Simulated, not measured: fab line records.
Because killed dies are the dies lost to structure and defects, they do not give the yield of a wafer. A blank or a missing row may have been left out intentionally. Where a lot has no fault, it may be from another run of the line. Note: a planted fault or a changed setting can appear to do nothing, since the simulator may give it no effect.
8D (eight disciplines) problem report, filled in by code || flow berkeley_cmos170 || the parts of the form that need people (team, actions taken, sign-off) are left out

1. THE PROBLEM
Across 6 wafers from 2 lots, NLDD_TW at UCB170_NLDD_TW_MEAS_11 averages 2128, while fault-free wafers read 2229 with a standard deviation of 8.7. That puts it -12 standard deviations away from the usual mean.
Seen first at day 10 20:56 on film_metro-04, wafer L966.1. Wafers with a number at this step in the record: 42, from 14 lots. Rule for "out", or "out of limits": more than 4 standard deviations from the usual mean. The rest of the wafers with a number are treated as sound.

2. WHAT IT IS; WHAT IT IS NOT
{"question": "which readings at this step", "is": "NLDD_TW", "is not": "-"}
{"question": "which lots", "is": "L966, L969", "is not": "L955, L956, L958, L959, L960, L961, L963, L971, L972, L974, L976, L977"}
{"question": "which wafers of those lots", "is": "all that have a number", "is not": "-"}
{"question": "read on which gauges", "is": "film_metro-03, film_metro-04", "is not": "film_metro-01"}
{"question": "when", "is": "from day 10 20:56", "is not": "up to then (21 sound wafers); but 15 sound wafers of L971, L972, L974, L976, L977 came after"}

3. SUSPECTS, AND WHAT RULES EACH OUT
Counting: a tool stays on the suspect list if, at a process step up to the reading, it processed all lots that are out and no sound lot following the first of them.
- the gauge at UCB170_NLDD_TW_MEAS_11 has been ruled out. The wafers that are out were read on 2 gauges (film_metro-03, film_metro-04).
- implanter-01 at UCB170_NLDD_IMPLANT_09: kept. It ran every lot that is out, first L966 (day 10 20:41), and no sound lot after that; its last sound lot up to then is L963 (day 9 20:10). Its own dose_ions_cm2, faraday_current_uA readings are out on those wafers.
The count leaves implanter-01 at UCB170_NLDD_IMPLANT_09.

4. THE CAUSE (what the simulator had put in)
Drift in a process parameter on implanter-01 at UCB170_NLDD_IMPLANT_09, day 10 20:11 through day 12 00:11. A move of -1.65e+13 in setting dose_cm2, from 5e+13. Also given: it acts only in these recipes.
Only this tool survived the counting.

5. THE CHAIN OF EFFECTS, in route order
Rows list readings where the struck wafers' mean (over those with a number) sits beyond 3 standard deviations from the usual. Scope: only readings with a usual standard deviation given in the record; hours: median across lots of the time from each lot's start at the first step in this table that gives one to its start at this step; sigmas: change in usual standard deviations.
{"hours": 0, "step": "UCB170_NLDD_IMPLANT_09", "reading": "dose_ions_cm2", "usual": 5e+13, "on struck wafers": 3e+13, "change": -2e+13, "sigmas": "-99 or more"}
{"hours": 0, "step": "UCB170_NLDD_IMPLANT_09", "reading": "faraday_current_uA", "usual": 158.8, "on struck wafers": 106.5, "change": -52.3, "sigmas": -17}
{"hours": 0, "step": "UCB170_NLDD_TW_MEAS_11", "reading": "NLDD_TW", "usual": 2229, "on struck wafers": 2128, "change": -101, "sigmas": -12}
{"hours": 14, "step": "UCB170_SDANNEAL_RS_MEAS_05", "reading": "NLDD_RS", "usual": "616.1 ohm/sq", "on struck wafers": 695.2, "change": "+79.1", "sigmas": "+56"}
It contains these process steps:
- UCB170_NLDD_IMPLANT_09

6. HOW IT WOULD HAVE BEEN CAUGHT EARLIER
In this record the first reading out of limits at a measuring or inspecting step was taken at day 10 20:56, 1 hour after the fault began at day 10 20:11.
Tool's own readings at UCB170_NLDD_IMPLANT_09, dose_ions_cm2, faraday_current_uA: out on all struck wafers the step has rows for; an alarm limit on them would have tripped on the first.
Of the lots that are out (2), L969 began UCB170_NLDD_IMPLANT_09 on implanter-01 after day 10 20:56. Holding the tool at that time would have saved it.
